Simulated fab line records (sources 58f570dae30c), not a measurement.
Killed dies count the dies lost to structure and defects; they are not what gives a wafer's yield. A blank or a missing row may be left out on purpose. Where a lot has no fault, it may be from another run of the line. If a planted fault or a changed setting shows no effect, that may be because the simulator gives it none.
Check of tool commonality || flow berkeley-cmos170 || Sample size 10 lots and 30 wafers

## REASON IT WAS OPENED
2 of 10 lots carry a flag on the reading CONTACT_PSG_THK at UCB170_CONTACT_THK_MEAS_02. Fault-free wafers read 699 nm, with a standard deviation of 6.
Rule: a lot is flagged in two cases, either no wafer of it has a number, or all its wafers with numbers fall more than 4 standard deviations from that mean. The rest of the lots are taken to be sound.

{"lot": "L542", "measured": "day 7 19:40", "on": "film-metro-02", "CONTACT_PSG_THK (nm), wafer by wafer": "882 885 880", "flag": "FLAGGED"}
{"lot": "L539", "measured": "day 7 20:22", "on": "film-metro-01", "CONTACT_PSG_THK (nm), wafer by wafer": "705 704 704", "flag": ""}
{"lot": "L540", "measured": "day 7 21:26", "on": "film-metro-04", "CONTACT_PSG_THK (nm), wafer by wafer": "877 871 883", "flag": "FLAGGED"}
{"lot": "L547", "measured": "day 8 10:05", "on": "film-metro-02", "CONTACT_PSG_THK (nm), wafer by wafer": "702 704 704", "flag": ""}
{"lot": "L557", "measured": "day 11 12:40", "on": "film-metro-04", "CONTACT_PSG_THK (nm), wafer by wafer": "692 696 695", "flag": ""}
{"lot": "L561", "measured": "day 11 13:25", "on": "film-metro-04", "CONTACT_PSG_THK (nm), wafer by wafer": "707 698 702", "flag": ""}
{"lot": "L558", "measured": "day 11 14:25", "on": "film-metro-02", "CONTACT_PSG_THK (nm), wafer by wafer": "694 691 700", "flag": ""}
{"lot": "L559", "measured": "day 11 14:25", "on": "film-metro-01", "CONTACT_PSG_THK (nm), wafer by wafer": "698 693 691", "flag": ""}
{"lot": "L560", "measured": "day 11 14:25", "on": "film-metro-04", "CONTACT_PSG_THK (nm), wafer by wafer": "688 686 690", "flag": ""}
{"lot": "L562", "measured": "day 11 22:33", "on": "film-metro-04", "CONTACT_PSG_THK (nm), wafer by wafer": "693 697 697", "flag": ""}
Average over the flagged lots: 880 nm; offset from the usual +181 nm, equal to +30 standard deviations.

## TOOL THAT RAN EACH LOT
Before the reading, the record contains 2 process steps out of a 331-step route. Every cell lists first the tool, next ch and the chambers used by the sampled wafers, and last the start.
{"lot": "L542", "flag": "FLAGGED", "UCB170_NVT_STRIP_08": "plasma-asher-01 ch 0,1, day 6 05:58", "UCB170_CONTACT_CVD_01": "lpcvd-01 ch 0, day 7 17:52"}
{"lot": "L539", "flag": "", "UCB170_NVT_STRIP_08": "plasma-asher-03 ch 0,1, day 6 06:31", "UCB170_CONTACT_CVD_01": "lpcvd-02 ch 1, day 7 17:40"}
{"lot": "L540", "flag": "FLAGGED", "UCB170_NVT_STRIP_08": "plasma-asher-01 ch 0,1, day 6 06:35", "UCB170_CONTACT_CVD_01": "lpcvd-01 ch 0, day 7 19:39"}
{"lot": "L547", "flag": "", "UCB170_NVT_STRIP_08": "plasma-asher-03 ch 0,1, day 7 05:10", "UCB170_CONTACT_CVD_01": "lpcvd-02 ch 0, day 8 08:17"}
{"lot": "L557", "flag": "", "UCB170_NVT_STRIP_08": "plasma-asher-02 ch 0,1, day 10 00:24", "UCB170_CONTACT_CVD_01": "lpcvd-02 ch 0, day 11 10:50"}
{"lot": "L561", "flag": "", "UCB170_NVT_STRIP_08": "plasma-asher-02 ch 0,1, day 9 23:46", "UCB170_CONTACT_CVD_01": "lpcvd-01 ch 1, day 11 10:43"}
{"lot": "L558", "flag": "", "UCB170_NVT_STRIP_08": "plasma-asher-03 ch 0,1, day 10 00:08", "UCB170_CONTACT_CVD_01": "lpcvd-02 ch 1, day 11 12:38"}
{"lot": "L559", "flag": "", "UCB170_NVT_STRIP_08": "plasma-asher-01 ch 0,1, day 10 00:29", "UCB170_CONTACT_CVD_01": "lpcvd-02 ch 0, day 11 12:38"}
{"lot": "L560", "flag": "", "UCB170_NVT_STRIP_08": "plasma-asher-01 ch 0,1, day 10 00:02", "UCB170_CONTACT_CVD_01": "lpcvd-02 ch 0, day 11 12:38"}
{"lot": "L562", "flag": "", "UCB170_NVT_STRIP_08": "plasma-asher-01 ch 0,1, day 10 13:02", "UCB170_CONTACT_CVD_01": "lpcvd-01 ch 1, day 11 20:46"}
What is done by these steps:
- UCB170_NVT_STRIP_08: strips in O2.
- UCB170_CONTACT_CVD_01: deposits PSG from SiH4/O2/PH3, target thk 700 nm, time 2820 s.
- UCB170_CONTACT_THK_MEAS_02

## FLAGGED OVER TOTAL, TOOL BY TOOL (the gauges that took the reading come last)
{"step": "UCB170_NVT_STRIP_08", "tool": "plasma-asher-01", "lots run": 5, "flagged": 2, "share of the flagged lots": "all", "sound lots run after its first flagged lot": "3 (L560,L559,L562)"}
{"step": "UCB170_NVT_STRIP_08", "tool": "plasma-asher-02", "lots run": 2, "flagged": 0, "share of the flagged lots": "none", "sound lots run after its first flagged lot": "-"}
{"step": "UCB170_NVT_STRIP_08", "tool": "plasma-asher-03", "lots run": 3, "flagged": 0, "share of the flagged lots": "none", "sound lots run after its first flagged lot": "-"}
{"step": "UCB170_CONTACT_CVD_01", "tool": "lpcvd-01", "lots run": 4, "flagged": 2, "share of the flagged lots": "all", "sound lots run after its first flagged lot": "2 (L561,L562)"}
{"step": "UCB170_CONTACT_CVD_01", "tool": "lpcvd-02", "lots run": 6, "flagged": 0, "share of the flagged lots": "none", "sound lots run after its first flagged lot": "-"}
{"step": "UCB170_CONTACT_THK_MEAS_02", "tool": "film-metro-01", "lots run": 2, "flagged": 0, "share of the flagged lots": "none", "sound lots run after its first flagged lot": "-"}
{"step": "UCB170_CONTACT_THK_MEAS_02", "tool": "film-metro-02", "lots run": 3, "flagged": 1, "share of the flagged lots": "some", "sound lots run after its first flagged lot": "2 (L547,L558)"}
{"step": "UCB170_CONTACT_THK_MEAS_02", "tool": "film-metro-04", "lots run": 5, "flagged": 1, "share of the flagged lots": "some", "sound lots run after its first flagged lot": "4 (L557,L561,L560,L562)"}

## WHAT IS ALLOWED BY THE TABLE
2 rows of the table ran every flagged lot: plasma-asher-01 at UCB170_NVT_STRIP_08, lpcvd-01 at UCB170_CONTACT_CVD_01.
- plasma-asher-01 at UCB170_NVT_STRIP_08 ran 5 lots, 2 of them flagged. Sound lots followed the first flagged one (L560, L559, L562) on it, something a lasting fault affecting the whole tool could not allow.
- lpcvd-01 at UCB170_CONTACT_CVD_01 ran 4 lots, 2 of them flagged. Sound lots followed the first flagged one (L561, L562) on it, something a lasting fault affecting the whole tool could not allow. Its own readings (o2-flow-sccm) fall more than 4 standard deviations out on all wafers of the flagged lots.
There is no row in the table that ran each flagged lot and no sound lot after the first.

## WHAT WAS PUT IN BY THE SIMULATOR
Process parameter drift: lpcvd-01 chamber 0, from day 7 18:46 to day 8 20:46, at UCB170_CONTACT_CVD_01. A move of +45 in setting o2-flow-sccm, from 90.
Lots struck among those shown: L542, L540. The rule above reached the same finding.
